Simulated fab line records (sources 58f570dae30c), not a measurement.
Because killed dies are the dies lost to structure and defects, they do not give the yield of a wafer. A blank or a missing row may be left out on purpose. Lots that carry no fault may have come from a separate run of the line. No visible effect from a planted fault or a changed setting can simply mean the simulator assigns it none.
Split-lot trial	flow berkeley-cmos170	5 lots, 23 wafers read, on a route of 331 steps

## THE SPLIT ITSELF
At UCB170_ACTIVE_OXIDATION_02 (target thk 26.4 nm, ox time 1260 s), the setting temp-c was moved away from the recipe's 1000 C on 20 of the 23 wafers read, by -2.7% to +1.5%. For the rest of the wafers, this setting stayed at what the recipe calls for.

Split to reading: the file shows no intervening step.

## THE READING
ACTIVE_OXIDE_THK in nanometres, read at UCB170_ACTIVE_THK_MEAS_03. Typical for fault-free wafers on this fab line: 26.3 nm, with standard deviation 0.52 nm.

wafer	tool, chamber at the split	temp-c as run, C	against the recipe	ACTIVE_OXIDE_THK, nm	against lot-mates on the recipe
L075.1	-, -	1015	+1.5%	29.8	no lot-mate on the recipe
L075.2	-, -	1015	+1.5%	29.7	no lot-mate on the recipe
L075.3	-, -	1015	+1.5%	29.9	no lot-mate on the recipe
L075.4	-, -	1015	+1.5%	30.1	no lot-mate on the recipe
L075.6	-, -	1015	+1.5%	30.1	no lot-mate on the recipe
L078.1	-, -	973.4	-2.7%	20.2	no lot-mate on the recipe
L078.2	-, -	973.4	-2.7%	20.3	no lot-mate on the recipe
L078.3	-, -	973.4	-2.7%	20.2	no lot-mate on the recipe
L078.5	-, -	973.4	-2.7%	20.0	no lot-mate on the recipe
L078.6	-, -	973.4	-2.7%	20.4	no lot-mate on the recipe
L080.1	-, -	976.8	-2.3%	21.2	no lot-mate on the recipe
L080.2	-, -	976.8	-2.3%	21.1	no lot-mate on the recipe
L080.4	-, -	976.8	-2.3%	21.3	no lot-mate on the recipe
L080.5	-, -	976.8	-2.3%	21.0	no lot-mate on the recipe
L080.6	-, -	976.8	-2.3%	21.3	no lot-mate on the recipe
L082.2	furnace-02, 0	1000	recipe	26.6	-
L082.3	furnace-02, 0	1000	recipe	26.4	-
L082.6	furnace-02, 0	1000	recipe	26.4	-
L085.2	-, -	987.7	-1.2%	22.5	no lot-mate on the recipe
L085.3	-, -	987.7	-1.2%	22.2	no lot-mate on the recipe
L085.4	-, -	987.7	-1.2%	22.5	no lot-mate on the recipe
L085.5	-, -	987.7	-1.2%	22.3	no lot-mate on the recipe
L085.6	-, -	987.7	-1.2%	22.2	no lot-mate on the recipe

FIT RESULTS
A straight line over all 23 wafers: ACTIVE_OXIDE_THK changes by +2.34 nm for each +1% of temp-c; r = +0.99; the points scatter about the line by 0.57 nm.
Too few moved wafers have a lot-mate on the recipe to fit a line with each lot's own level taken away.

## THE WHOLE CHAIN: every reading that the file lists as answering this split, in the file's order
step	what it does	reading	change (the file's fit)	r (the file's)
UCB170_ACTIVE_OXIDATION_02	target thk 26.4 nm, ox time 1260 s	SiO2_of_ACTIVE_OXIDATION_02.thk-nm (the simulator's own value, which no gauge read)	+2.34 nm for each +1% of the setting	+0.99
UCB170_ACTIVE_THK_MEAS_03		ACTIVE_OXIDE_THK	+2.33 for each +1% of the setting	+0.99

## THE FILE'S OWN FIT
ACTIVE_OXIDE_THK changes by +2.33 nm for each +1% of temp-c, r = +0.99.
